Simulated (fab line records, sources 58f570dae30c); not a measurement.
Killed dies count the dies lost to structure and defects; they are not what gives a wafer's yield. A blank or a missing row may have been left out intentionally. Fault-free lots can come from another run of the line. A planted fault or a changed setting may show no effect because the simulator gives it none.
Chamber matching    flow berkeley cmos170    UCB170_NWELL_ETCH_13 on rie diel-02 has 4 sister chambers
The step etches Si3N4 in CH3F/Ar/O2, stops on SiO2, target depth 246.4 nm, time 154 s. 4 wafers are shown with their chamber, then 9 later ones without.

== WAFERS PAIRED WITH THEIR CHAMBERS ==
wafer   chamber  drypump motor current A (A)
L091.1  1        6.0
L091.4  2        6.4
L091.5  3        6.3
L091.6  0        5.7

== WAFERS WITHOUT THEIR CHAMBER ==
wafer   drypump motor current A (A)
L093.1  6.0
L093.4  6.4
L093.5  6.3
L095.1  6.3
L095.3  6.0
L095.4  5.8
L097.2  6.4
L097.4  5.7
L097.6  6.4

== EACH ONE'S CHAMBER ==
wafer    from the rows above   in truth
L093.1   1                     1
L093.4   2                     2
L093.5   3                     3
L095.1   3                     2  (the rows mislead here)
L095.3   1                     1
L095.4   0                     0
L097.2   2                     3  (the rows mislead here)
L097.4   0                     0
L097.6   2                     2
Correctly placed: 7 of 9. Number that these rows cannot place: 0. 2 placed wrongly.
How it was worked out, from the rows above alone: a wafer's distance from a chamber is the root of the sum, over the readings, of the square of ((its reading less the chamber's mean) divided by the reading's scatter). If the next closest chamber is less than 2 further off than the closest, the wafer can't be placed; otherwise it belongs to the closest. For every chamber, the mean is computed from those of its wafers that are shown. The scatter: root of mean squared gap, hidden wafer to nearest shown wafer, with one shown wafer a chamber.
